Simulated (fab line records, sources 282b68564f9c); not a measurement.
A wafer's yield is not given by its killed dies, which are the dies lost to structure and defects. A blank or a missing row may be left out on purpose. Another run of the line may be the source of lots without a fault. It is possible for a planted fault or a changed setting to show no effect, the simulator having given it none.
fab line records    flow rit-cmos
[record] lots = 14  wafers = 42  last-day = 7
route steps=202 shown NWELL@32
lots that met no fault: from a run of the same line without faults
start-h: the number of hours between the record's first day and the start of the first shown wafer of the lot    wait-h: time in hours since the lot's previous step    " unchanged from the row above    L1.1+2: a row that stands for several wafers    - no value, or no start was given    * or withheld: withheld    < > ~ a bound
route shown NAME@n: a module of which the file shows steps, and the number in the route of the first    usual: the fault-free wafers' mean and standard deviation    same: alike in all rows    chamber/n: place in a boat    sites: readings site by site    _std_site: their standard deviation    _edge_site: mean of outer sites minus mean of inner sites    radius-mm: how far each site lies from the wafer's centre    mask NAME#n: copy n    behind: the most recent tool/chamber to have shaped the wafer    hold: what put the lot on hold/how long, in hours/how the hold closed    device: transistor that didn't switch, given as n, p or np    end of line: at the end of the route, the tests of the same wafers    where a step has no rows: the recipe by itself    killed: at the first sort, the dies lost to defects and structure; wafer yield is something else    map: a wafer's dies, x killed, . not, _ none there
set.NAME: the run value of the setting; set.NAME@STEP: its run value at that earlier step    model.NAME: the simulator's own value behind a step, which no gauge read
steps of the route over a sample of lots; a table a step, a row a wafer
[[steps]]
[step RIT_NWELL_PEB_04]
[recipe] resist = NOVOLAK  temp-c = withheld  time-s = withheld
[usual] chill-plate-temp-C = *  exhaust-pa = 45.2/0.84
lot.wafer  tool            chamber  start-h  wait-h  chill-plate-temp-C  exhaust-pa
L977.2     litho-track-02  0        22.09    0.2     *                   45.8
L977.4     "               0        "        "       *                   43.3
L977.6     "               0        "        "       *                   43.6
L978.1     litho-track-04  0        25.65    0.1     *                   44.3
L978.3     "               0        "        "       *                   43.5
L978.5     "               0        "        "       *                   44.4
L982.2     litho-track-02  0        46.31    0.1     *                   45.6
L982.3     "               0        "        "       *                   46.2
L982.5     "               0        "        "       *                   45.8
L983.2     litho-track-03  0        50.83    0.1     *                   45.2
L983.5     "               0        "        "       *                   45.2
L983.6     "               0        "        "       *                   44.0
L984.3     litho-track-03  0        54.86    0.1     *                   44.1
L984.4     "               0        "        "       *                   44.3
L984.6     "               0        "        "       *                   44.1
L985.1     litho-track-03  0        60.07    0.1     *                   45.6
L985.2     "               0        "        "       *                   45.1
L985.6     "               0        "        "       *                   45.9
L987.3     litho-track-04  0        70.73    0.1     *                   44.9
L987.4     "               0        "        "       *                   45.2
L987.5     "               0        "        "       *                   45.6
L989.2     litho-track-03  0        81.52    0.1     *                   45.2
L989.5     "               0        "        "       *                   45.2
L989.6     "               0        "        "       *                   46.2
L990.3     litho-track-04  -        87.17    0.1     -                   -
L990.4     "               -        "        "       -                   -
L990.5     "               -        "        "       -                   -
L991.1     litho-track-04  -        93.84    0.1     -                   -
L991.3     "               -        "        "       -                   -
L991.5     "               -        "        "       -                   -
L992.2     litho-track-02  0        95.05    0.1     *                   44.4
L992.3     "               0        "        "       *                   46.2
L992.4     "               0        "        "       *                   45.8
L998.2     litho-track-02  0        125.00   0.1     *                   45.5
L998.4     "               0        "        "       *                   46.5
L998.5     "               0        "        "       *                   46.2
L999.1     litho-track-03  0        131.53   0.1     *                   45.1
L999.2     "               0        "        "       *                   45.1
L999.4     "               0        "        "       *                   44.7
L100.1     litho-track-02  0        134.87   0.1     *                   46.0
L100.2     "               0        "        "       *                   45.8
L100.3     "               0        "        "       *                   44.9
[[key]]
[first-sign] step = RIT_NWELL_PEB_04  reading = tool-record  direction = missing
effect none on later readings
met-at RIT_NWELL_PEB_04
struck-lots L990,L991
sort-left-out L990.3,L990.4,L990.5,L991.1,L991.3,L991.5
tester-left-out L990,L991
onset-between 70.73 87.17
[fault] kind = skipped-step-whole  tool = litho-track-04  chamber = -  onset-h = 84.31  steps = RIT_NWELL_PEB_04  scope = struck-lots-only
// tester-left-out: of these lots the tester's yield and bins aren't shown, on N5 and GAA mostly nor the transistor test; their killed dies are dies lost to structure and defects alone, not to doping, threshold or leakage, so they don't give the yield
// sort-left-out: the simulated sort isn't trusted on such a fault, so these wafers' sort isn't shown, and their yield isn't known
